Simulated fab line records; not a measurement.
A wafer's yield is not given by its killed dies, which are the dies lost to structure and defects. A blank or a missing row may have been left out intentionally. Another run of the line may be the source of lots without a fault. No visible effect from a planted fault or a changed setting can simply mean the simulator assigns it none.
fab line records	flow berkeleyCmos170
record: lots: 15	wafers: 45	lastDay: 12
route steps=331 shown GATE@139 PSD@184 NSD@196 BACKSIDE@202 CONTACT@233
lots that met no fault: taken from a fault-free run of the same line
startH: the number of hours between the record's first day and the start of the first shown wafer of the lot	waitH: time in hours since the lot's previous step	" repeats the value in the row above	L1.1+2: a row that stands for several wafers	- no value present, or no start provided	* or withheld: withheld	< > ~ a bound
route shown NAME@n: a module of which the file shows steps, and the number in the route of the first	usual: average and standard deviation across the fault-free wafers	same: alike in all rows	chamber/n: place in a boat	sites: the reading at each site	_std_site: how widely they spread, as a standard deviation	_edge_site: the outer-site mean with the inner-site mean subtracted	radiusMm: for every site, how far away it sits from the centre of the wafer	mask NAME#n: copy n	behind: the most recent tool/chamber to have shaped the wafer	hold: what put the lot on hold/how long, in hours/how the hold closed	device: the n, p or np transistor that did not switch	end of line: the same wafers' tests at the end of the route	a step with no rows: only its recipe	killed: not the wafer's yield, but the dies lost to structure and defects at the first sort	map: a wafer's dies, marking killed ones x, the rest . and places with no die _
set.NAME: the setting as run; set.NAME@STEP: as run at that earlier step	model.NAME: the simulator's own value behind a step, which no gauge read
a sample of lots followed through the steps of the route, with each step as a table and each wafer as a row
services: the hour from which a tool's chamber was out of use, counted from the record's first day as startH (under 0 if before that day), plus the number of hours and why
== steps ==
step: UCB170_GATE_OVL_MEAS_13
usual: GATE_OVL: -1/6.9
lot.wafer	tool	chamber	startH	waitH	GATE_OVL[nm]
L463.3	overlay-02	-	156.79	0.1	-5
L463.5	"	-	"	"	-7
L463.6	"	-	"	"	3
L465.1	overlay-02	-	157.24	0.1	-7
L465.3	"	-	"	"	-4
L465.4	"	-	"	"	-9
L462.2	overlay-01	-	157.36	0.1	-7
L462.5	"	-	"	"	2
L462.6	"	-	"	"	-4
L468.2	overlay-02	-	180.35	0.1	-2
L468.3	"	-	"	"	-5
L468.6	"	-	"	"	-5
L469.3	overlay-01	-	180.47	0.1	-10
L469.5	"	-	"	"	-12
L469.6	"	-	"	"	-5
L466.3	overlay-02	-	180.71	0.1	1
L466.4	"	-	"	"	1
L466.6	"	-	"	"	1
L472.1	overlay-01	-	190.26	0.1	-8
L472.2	"	-	"	"	-14
L472.4	"	-	"	"	-11
L471.2	overlay-02	-	190.54	0.1	-10
L471.4	"	-	"	"	0
L471.5	"	-	"	"	-5
L470.1	overlay-01	-	190.71	0.1	5
L470.3	"	-	"	"	-1
L470.6	"	-	"	"	8
L478.1	overlay-01	-	230.92	0.1	-10
L478.2	"	-	"	"	-2
L478.6	"	-	"	"	-5
L480.1	overlay-01	-	246.42	0.1	6
L480.3	"	-	"	"	7
L480.5	"	-	"	"	5
L479.3	overlay-02	-	246.92	0.1	3
L479.4	"	-	"	"	-5
L479.5	"	-	"	"	-2
L483.2	overlay-02	-	255.00	0.1	-8
L483.3	"	-	"	"	-7
L483.5	"	-	"	"	0
L482.3	overlay-01	-	255.25	0.1	-7
L482.4	"	-	"	"	0
L482.6	"	-	"	"	-3
L481.3	overlay-02	-	255.37	0.1	18
L481.4	"	-	"	"	11
L481.5	"	-	"	"	13
step: UCB170_PSD_STRIP_09
recipe: chemistry: O2	powerW: 400	pressureMtorr: 3500	platenTempC: withheld	o2FlowSccm: 400	overashFraction: 0.5
usual: chamberPressureMTorr: 3500/3.2	drypumpMotorCurrentA: 5.7/0.45	o2FlowSccm: 400.1/1.1	oesProductAu: 0.598/0.0046	stripTimeToEndpointS: 29.56/0.078
lot.wafer	tool	chamber	startH	waitH	chamberPressureMTorr	drypumpMotorCurrentA	o2FlowSccm	oesProductAu	rfHoursCounterH	stripTimeToEndpointS
L463.3	plasmaAsher-01	1	169.97	0.1	3500	5.8	397.9	0.600	-	29.59
L463.5	"	0	"	"	3499	5.8	399.7	0.598	-	29.53
L463.6	"	1	"	"	3505	5.8	398.4	0.603	-	29.53
L465.1	plasmaAsher-01	0	170.66	0.1	3493	5.8	400.6	0.596	6	29.60
L465.3	"	0	"	"	3498	5.8	398.9	0.588	-	29.62
L465.4	"	1	"	"	3498	5.8	397.2	0.599	-	29.60
L462.2	plasmaAsher-01	0	170.89	0.1	3497	5.8	399.2	0.601	6	29.49
L462.5	"	1	"	"	3508	5.8	399.7	0.593	-	29.56
L462.6	"	0	"	"	3495	5.8	399.8	0.598	-	29.48
L469.3	plasmaAsher-04	1	195.06	0.1	3504	5.6	401.3	0.592	-	29.62
L469.5	"	1	"	"	3501	5.6	402.0	0.598	-	29.53
L469.6	"	0	"	"	3501	5.6	400.0	0.587	-	29.54
L468.2	plasmaAsher-02	1	195.31	0.1	3502	6.6	398.6	0.605	38	29.67
L468.3	"	0	"	"	3498	4.8	398.6	0.603	-	29.64
L468.6	"	1	"	"	3501	6.6	398.1	0.600	-	29.62
L466.3	plasmaAsher-01	0	195.58	0.1	3498	5.8	400.7	0.604	-	29.68
L466.4	"	1	"	"	3499	5.8	400.2	0.602	-	29.64
L466.6	"	1	"	"	3499	5.8	401.3	0.601	-	29.64
L472.1	plasmaAsher-04	0	204.26	0.1	-	-	-	-	-	-
L472.2	"	1	"	"	-	-	-	-	-	-
L472.4	"	1	"	"	-	-	-	-	-	-
L470.1	plasmaAsher-01	0	204.68	0.1	-	-	-	-	-	-
L470.3	"	1	"	"	-	-	-	-	-	-
L470.6	"	1	"	"	-	-	-	-	-	-
L471.2	plasmaAsher-02	0	204.79	0.1	-	-	-	-	-	-
L471.4	"	0	"	"	-	-	-	-	-	-
L471.5	"	0	"	"	-	-	-	-	-	-
L478.1	plasmaAsher-02	0	244.02	0.1	3501	4.8	400.1	0.595	43	29.55
L478.2	"	1	"	"	3500	6.6	400.5	0.590	43	29.44
L478.6	"	1	"	"	3502	6.6	400.3	0.600	-	29.46
L480.1	plasmaAsher-02	0	258.28	0.1	3506	4.8	399.7	0.601	45	29.57
L480.3	"	0	"	"	3497	4.8	399.1	0.599	-	29.49
L480.5	"	0	"	"	3497	4.8	398.8	0.591	-	29.56
L479.3	plasmaAsher-04	0	258.59	0.1	3501	5.6	401.2	0.594	-	29.56
L479.4	"	1	"	"	3498	5.6	402.1	0.602	-	29.58
L479.5	"	0	"	"	3504	5.6	398.6	0.594	-	29.52
L483.2	plasmaAsher-01	1	268.09	0.1	3503	5.8	400.2	0.597	17	29.62
L483.3	"	0	"	"	3503	5.8	400.2	0.591	-	29.46
L483.5	"	0	"	"	3503	5.8	399.1	0.589	-	29.59
L481.3	plasmaAsher-04	0	268.25	0.1	3500	5.6	400.6	0.598	-	29.46
L481.4	"	1	"	"	3503	5.6	400.4	0.597	-	29.47
L481.5	"	1	"	"	3502	5.6	400.8	0.597	-	29.46
L482.3	plasmaAsher-02	0	268.40	0.1	3506	4.8	401.2	0.598	-	29.42
L482.4	"	1	"	"	3504	6.6	399.7	0.592	-	29.49
L482.6	"	1	"	"	3500	6.6	399.1	0.600	-	29.35
step: UCB170_NSD_STRIP_09
recipe: chemistry: O2	powerW: 400	pressureMtorr: 3500	platenTempC: withheld	o2FlowSccm: 400	overashFraction: 0.5
usual: chamberPressureMTorr: 3500/3	drypumpMotorCurrentA: 5.7/0.51	o2FlowSccm: 400.0/1.2	oesProductAu: 0.533/0.0044	stripTimeToEndpointS: 35.85/0.078
lot.wafer	tool	chamber	startH	waitH	chamberPressureMTorr	drypumpMotorCurrentA	o2FlowSccm	oesProductAu	rfHoursCounterH	stripTimeToEndpointS
L463.3	plasmaAsher-04	0	174.61	0.1	3498	5.6	398.3	0.534	-	35.71
L463.5	"	0	"	"	3497	5.6	399.8	0.533	-	35.73
L463.6	"	1	"	"	3499	5.6	401.4	0.526	-	35.76
L465.1	plasmaAsher-03	0	175.02	0.1	3497	5.5	398.9	0.540	43	35.75
L465.3	"	0	"	"	3502	5.5	398.3	0.541	-	35.79
L465.4	"	1	"	"	3498	6.0	399.7	0.531	-	35.77
L462.2	plasmaAsher-04	0	175.42	0.1	3503	5.6	400.1	0.534	47	35.80
L462.5	"	1	"	"	3496	5.6	399.1	0.536	-	35.77
L462.6	"	0	"	"	3502	5.6	402.9	0.525	-	35.78
L468.2	plasmaAsher-02	0	198.94	0.1	3506	4.8	400.1	0.537	38	35.82
L468.3	"	0	"	"	3502	4.8	401.2	0.529	-	35.86
L468.6	"	1	"	"	3499	6.6	401.9	0.533	-	35.87
L469.3	plasmaAsher-02	1	199.42	0.1	3496	6.6	399.7	0.534	-	35.88
L469.5	"	1	"	"	3494	6.6	400.1	0.540	-	35.90
L469.6	"	0	"	"	3499	4.8	399.8	0.531	-	35.85
L466.3	plasmaAsher-03	0	199.70	0.1	3502	5.5	401.4	0.534	-	35.82
L466.4	"	1	"	"	3497	6.0	401.5	0.534	-	35.94
L466.6	"	1	"	"	3499	6.0	397.9	0.529	-	35.90
L472.1	plasmaAsher-04	0	207.37	0.1	3503	5.6	397.2	0.626	51	62.13
L472.2	"	1	"	"	3499	5.6	399.8	0.623	51	62.08
L472.4	"	1	"	"	3500	5.6	401.1	0.617	-	62.16
L471.2	plasmaAsher-02	0	207.58	0.1	3498	4.8	400.0	0.616	40	62.32
L471.4	"	1	"	"	3501	6.6	400.9	0.624	-	62.30
L471.5	"	0	"	"	3501	4.8	399.8	0.620	-	62.32
L470.1	plasmaAsher-03	0	207.73	0.1	3506	5.5	401.6	0.626	47	62.03
L470.3	"	0	"	"	3498	5.5	400.7	0.622	-	61.99
L470.6	"	1	"	"	3500	6.0	401.8	0.620	-	61.87
L478.1	plasmaAsher-02	0	245.53	0.1	3499	4.8	401.9	0.532	44	35.86
L478.2	"	1	"	"	3503	6.6	401.1	0.532	44	35.86
L478.6	"	1	"	"	3501	6.6	401.1	0.532	-	35.79
L480.1	plasmaAsher-04	1	260.37	0.1	3500	5.6	399.0	0.525	56	35.88
L480.3	"	0	"	"	3500	5.6	399.7	0.534	-	36.00
L480.5	"	0	"	"	3497	5.6	399.2	0.539	-	35.99
L479.3	plasmaAsher-02	0	260.54	0.1	3501	4.8	398.1	0.537	-	35.76
L479.4	"	1	"	"	3504	6.6	400.4	0.522	-	35.85
L479.5	"	1	"	"	3501	6.6	399.4	0.537	-	35.64
L483.2	plasmaAsher-03	0	269.93	0.1	3500	5.5	400.8	0.541	54	35.88
L483.3	"	1	"	"	3498	6.0	399.0	0.539	-	35.92
L483.5	"	0	"	"	3501	5.5	399.8	0.528	-	35.86
L481.3	plasmaAsher-03	0	270.29	0.1	3502	5.5	398.4	0.533	-	35.89
L481.4	"	1	"	"	3497	6.0	399.2	0.525	-	35.90
L481.5	"	1	"	"	3498	6.0	399.3	0.539	-	36.01
L482.3	plasmaAsher-02	1	270.41	0.1	3495	6.6	400.8	0.540	-	35.88
L482.4	"	0	"	"	3500	4.8	400.3	0.528	-	35.95
L482.6	"	1	"	"	3503	6.6	400.0	0.532	-	35.83
step: UCB170_NSD_TW_MEAS_10
usual: NSD_TW: 4226/30
lot.wafer	tool	chamber	startH	waitH	NSD_TW
L463.3	filmMetro-03	-	174.69	0.1	4268
L463.5	"	-	"	"	4257
L463.6	"	-	"	"	4248
L465.1	filmMetro-01	-	175.12	0.1	4290
L465.3	"	-	"	"	4267
L465.4	"	-	"	"	4256
L462.2	filmMetro-03	-	175.53	0.1	4228
L462.5	"	-	"	"	4237
L462.6	"	-	"	"	4253
L468.2	filmMetro-03	-	199.05	0.1	4244
L468.3	"	-	"	"	4235
L468.6	"	-	"	"	4231
L469.3	filmMetro-03	-	199.51	0.1	4223
L469.5	"	-	"	"	4253
L469.6	"	-	"	"	4243
L466.3	filmMetro-03	-	199.79	0.1	4236
L466.4	"	-	"	"	4251
L466.6	"	-	"	"	4235
L472.1	filmMetro-01	-	207.47	0.1	30
L472.2	"	-	"	"	30
L472.4	"	-	"	"	30
L471.2	filmMetro-04	-	207.69	0.1	30
L471.4	"	-	"	"	30
L471.5	"	-	"	"	30
L470.1	filmMetro-01	-	207.83	0.1	30
L470.3	"	-	"	"	30
L470.6	"	-	"	"	30
L478.1	filmMetro-01	-	245.63	0.1	4246
L478.2	"	-	"	"	4230
L478.6	"	-	"	"	4237
L480.1	filmMetro-03	-	260.47	0.1	4258
L480.3	"	-	"	"	4225
L480.5	"	-	"	"	4240
L479.3	filmMetro-01	-	260.63	0.1	4220
L479.4	"	-	"	"	4222
L479.5	"	-	"	"	4213
L483.2	filmMetro-03	-	270.04	0.1	4252
L483.3	"	-	"	"	4244
L483.5	"	-	"	"	4263
L481.3	filmMetro-01	-	270.37	0.1	4255
L481.4	"	-	"	"	4240
L481.5	"	-	"	"	4255
L482.3	filmMetro-03	-	270.49	0.1	4234
L482.4	"	-	"	"	4272
L482.6	"	-	"	"	4271
step: UCB170_BACKSIDE_STRIP_03
recipe: chemistry: O2	powerW: 400	pressureMtorr: 3500	platenTempC: withheld	o2FlowSccm: 400	overashFraction: 0.5
usual: chamberPressureMTorr: 3499.6/2.8	drypumpMotorCurrentA: 5.71/0.17	o2FlowSccm: 400.0/1.1	oesProductAu: 0.735/0.0042	stripTimeToEndpointS: 21.97/0.058
lot.wafer	tool	chamber	startH	waitH	chamberPressureMTorr	drypumpMotorCurrentA	o2FlowSccm	oesProductAu	rfHoursCounterH	stripTimeToEndpointS
L463.3	plasmaAsher-04	1	175.93	0.1	3505.6	5.59	400.9	0.733	-	21.99
L463.5	"	1	"	"	3496.5	5.58	401.2	0.739	-	21.95
L463.6	"	0	"	"	3500.4	5.61	399.4	0.736	-	21.95
L465.1	plasmaAsher-03	0	175.99	0.1	3500.6	5.49	401.5	0.732	44	22.08
L465.3	"	1	"	"	3498.8	6.00	400.8	0.735	-	22.01
L465.4	"	0	"	"	3499.2	5.48	400.6	0.736	-	21.99
L462.2	plasmaAsher-01	0	176.44	0.1	3501.6	5.79	401.4	0.733	7	22.03
L462.5	"	0	"	"	3504.7	5.79	402.2	0.734	-	22.10
L462.6	"	1	"	"	3499.8	5.78	399.2	0.740	-	21.96
L468.2	plasmaAsher-03	0	200.09	0.1	3497.6	5.51	398.8	0.737	46	21.93
L468.3	"	0	"	"	3506.1	5.47	398.6	0.734	-	21.98
L468.6	"	0	"	"	3504.2	5.50	398.9	0.728	-	21.98
L469.3	plasmaAsher-04	1	200.50	0.1	3499.6	5.58	400.0	0.741	-	21.96
L469.5	"	1	"	"	3501.4	5.59	400.5	0.736	-	21.83
L469.6	"	0	"	"	3496.8	5.67	400.1	0.738	-	21.91
L466.3	plasmaAsher-03	0	200.92	0.1	3496.9	5.44	402.1	0.740	-	21.86
L466.4	"	1	"	"	3496.2	6.00	398.6	0.731	-	21.92
L466.6	"	0	"	"	3503.0	5.48	399.3	0.733	-	21.92
L472.1	plasmaAsher-03	1	208.17	0.1	3499.6	6.02	399.9	0.739	47	21.97
L472.2	"	0	"	"	3500.1	5.46	399.7	0.724	47	21.98
L472.4	"	0	"	"	3500.0	5.49	399.3	0.734	-	21.96
L471.2	plasmaAsher-01	1	208.36	0.1	3499.9	5.78	399.4	0.734	11	22.04
L471.4	"	1	"	"	3497.4	5.80	398.6	0.724	-	22.08
L471.5	"	0	"	"	3501.0	5.81	401.2	0.729	-	22.02
L470.1	plasmaAsher-04	1	208.62	0.1	3498.7	5.57	400.7	0.731	51	22.03
L470.3	"	1	"	"	3497.8	5.58	399.3	0.735	-	22.06
L470.6	"	1	"	"	3504.9	5.59	399.3	0.732	-	22.02
L478.1	plasmaAsher-01	0	246.61	0.1	3498.1	5.78	399.3	0.727	15	21.96
L478.2	"	1	"	"	3496.8	5.77	401.0	0.735	15	21.95
L478.6	"	0	"	"	3501.1	5.79	399.5	0.727	-	21.95
L480.1	plasmaAsher-01	0	261.33	0.1	3497.8	5.78	400.3	0.737	17	21.91
L480.3	"	0	"	"	3502.4	5.79	400.6	0.734	-	21.95
L480.5	"	0	"	"	3492.1	5.80	399.7	0.733	-	21.93
L479.3	plasmaAsher-03	1	261.36	0.1	3500.6	5.96	401.3	0.737	-	21.95
L479.4	"	0	"	"	3501.0	5.48	398.4	0.729	-	21.98
L479.5	"	0	"	"	3504.0	5.47	401.0	0.727	-	21.97
L483.2	plasmaAsher-03	0	270.72	0.1	3498.3	5.44	401.2	0.735	54	22.04
L483.3	"	0	"	"	3501.4	5.48	400.2	0.737	-	21.95
L483.5	"	0	"	"	3500.7	5.44	400.0	0.730	-	21.98
L481.3	plasmaAsher-01	0	271.07	0.1	3501.5	5.82	399.1	0.736	-	22.01
L481.4	"	1	"	"	3498.8	5.76	398.0	0.732	-	21.95
L481.5	"	1	"	"	3500.7	5.76	400.7	0.735	-	22.00
L482.3	plasmaAsher-04	1	271.44	0.1	3501.8	5.59	399.4	0.740	-	21.95
L482.4	"	0	"	"	3500.0	5.65	401.0	0.740	-	21.91
L482.6	"	1	"	"	3496.7	5.59	401.0	0.735	-	21.94
step: UCB170_CONTACT_ETCH_17
recipe: chemistry: N2/H2	targetDepthA: withheld	overetchA: withheld	target: BARC	timeS: withheld	sourceW: 500	biasW: 100	pressureMtorr: 30	n2FlowSccm: 100	h2FlowSccm: 200
usual: biasW: 100.0/0.32	drypumpMotorCurrentA: 5.96/0.27	oesProductAu: 0.994/0.018	throttleValvePct: 13.34/0.12
lot.wafer	tool	chamber	startH	waitH	biasW	drypumpMotorCurrentA	oesProductAu	throttleValvePct
L463.3	rieDiel-01	2	182.09	0.0	99.8	6.08	0.964	13.48
L463.5	"	1	"	"	100.2	6.08	0.989	13.23
L463.6	"	2	"	"	99.9	6.12	0.978	13.48
L465.1	rieDiel-03	0	183.16	0.0	100.4	6.07	1.010	13.41
L465.3	"	1	"	"	99.7	5.98	1.006	13.54
L465.4	"	2	"	"	99.7	5.63	0.999	13.30
L462.2	rieDiel-02	3	183.26	0.0	100.3	5.89	0.963	13.29
L462.5	"	1	"	"	99.5	6.37	0.993	13.11
L462.6	"	0	"	"	99.9	6.27	0.994	13.38
L468.2	rieDiel-01	2	205.69	0.0	100.4	6.10	0.966	13.48
L468.3	"	0	"	"	100.4	6.05	0.978	13.41
L468.6	"	3	"	"	100.2	5.89	1.030	13.30
L469.3	rieDiel-02	0	207.15	0.0	100.0	6.27	1.008	13.39
L469.5	"	3	"	"	99.8	5.92	0.972	13.31
L469.6	"	0	"	"	100.3	6.25	1.001	13.38
L466.3	rieDiel-03	3	207.67	0.0	100.3	6.00	0.998	13.16
L466.4	"	2	"	"	100.4	5.64	0.995	13.27
L466.6	"	1	"	"	100.2	5.96	1.011	13.54
L472.1	rieDiel-02	2	214.08	0.0	99.9	5.13	1.000	13.37
L472.2	"	3	"	"	99.4	5.91	0.972	13.28
L472.4	"	1	"	"	99.5	6.40	1.006	13.11
L471.2	rieDiel-02	1	215.26	0.0	100.2	6.39	0.986	13.09
L471.4	"	3	"	"	100.0	5.89	0.964	13.31
L471.5	"	0	"	"	99.8	6.26	0.987	13.37
L470.1	rieDiel-01	2	215.98	0.0	100.0	6.09	0.967	13.47
L470.3	"	0	"	"	100.3	6.01	0.974	13.41
L470.6	"	3	"	"	100.0	5.92	1.020	13.32
L478.1	rieDiel-01	1	252.07	0.0	99.9	6.08	0.963	13.24
L478.2	"	2	"	"	99.8	6.11	0.975	13.48
L478.6	"	2	"	"	99.9	6.11	0.988	13.47
L480.1	rieDiel-01	1	266.69	0.0	100.3	6.09	0.969	13.24
L480.3	"	0	"	"	100.2	6.01	0.976	13.43
L480.5	"	2	"	"	99.8	6.09	0.989	13.48
L479.3	rieDiel-02	0	266.96	0.0	100.3	6.26	1.004	13.39
L479.4	"	3	"	"	100.2	5.90	0.957	13.29
L479.5	"	2	"	"	99.3	5.12	0.990	13.39
L483.2	rieDiel-01	1	277.37	0.0	99.8	6.06	0.978	13.25
L483.3	"	3	"	"	99.7	5.92	1.032	13.30
L483.5	"	3	"	"	99.7	5.91	1.027	13.31
L482.3	rieDiel-03	2	277.49	0.0	100.2	5.64	0.998	13.28
L482.4	"	2	"	"	99.9	5.64	1.002	13.27
L482.6	"	3	"	"	100.1	6.02	1.009	13.15
L481.3	rieDiel-01	1	277.99	0.0	99.7	6.04	0.966	13.26
L481.4	"	2	"	"	100.3	6.07	0.985	13.48
L481.5	"	3	"	"	100.5	5.91	1.030	13.29
== services ==
tool	chamber	startH	hours	kind
rieDiel-01	3	149.00	10.1	repair
rieDiel-02	1	149.57	3.2	repair
rieDiel-01	0	152.72	4.4	repair
rieDiel-02	3	157.21	3.1	repair
rieDiel-02	-	157.62	6.2	repair
rieDiel-02	2	165.62	9.0	repair
rieDiel-02	2	189.03	-	clean
rieDiel-02	2	189.03	22.8	scheduledDown
rieDiel-02	2	189.03	22.8	ventCycle
rieDiel-01	1	195.11	4.2	repair
rieDiel-01	1	204.80	-	clean
rieDiel-01	1	204.80	18.5	scheduledDown
rieDiel-01	1	204.80	18.5	ventCycle
rieDiel-01	-	205.18	0.5	repair
rieDiel-03	3	209.12	14.9	repair
rieDiel-03	1	212.44	5.0	repair
rieDiel-03	1	218.18	2.8	repair
rieDiel-03	1	245.35	-	clean
rieDiel-03	1	245.35	19.0	scheduledDown
rieDiel-03	1	245.35	19.0	ventCycle
rieDiel-02	1	268.10	-	clean
rieDiel-02	1	268.10	27.0	scheduledDown
rieDiel-02	1	268.10	27.0	ventCycle
rieDiel-03	0	275.70	10.1	repair
== key ==
firstSign: step: UCB170_PSD_STRIP_09	reading: toolRecord	direction: missing
effect: step: UCB170_NSD_STRIP_09	reading: stripTimeToEndpointS	direction: up	sigmas: 99+	usual: *	struck: *
effect: step: UCB170_NSD_TW_MEAS_10	reading: NSD_TW	direction: down	sigmas: 99+	usual: 4226	struck: 30
metAt UCB170_PSD_STRIP_09
struckLots L470,L471,L472
sortLeftOut L470.1,L470.3,L470.6,L471.2,L471.4,L471.5,L472.1,L472.2,L472.4
testerLeftOut L470,L471,L472
notActingAt UCB170_GATE_OVL_MEAS_13,UCB170_BACKSIDE_STRIP_03,UCB170_CONTACT_ETCH_17
onsetBetween 195.58 204.26
fault: kind: skippedStepWhole	tool: plasmaAsher-01,plasmaAsher-02,plasmaAsher-04	chamber: -	onsetH: 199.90	steps: UCB170_PSD_STRIP_09	scope: struckLotsOnly
testerLeftOut: of these lots the tester's yield and bins aren't shown, on N5 and GAA mostly nor the transistor test; their killed dies are dies lost to structure and defects alone, not to doping, threshold or leakage, so they don't give the yield
sortLeftOut: the simulated sort isn't trusted on such a fault, so these wafers' sort isn't shown, and their yield isn't known
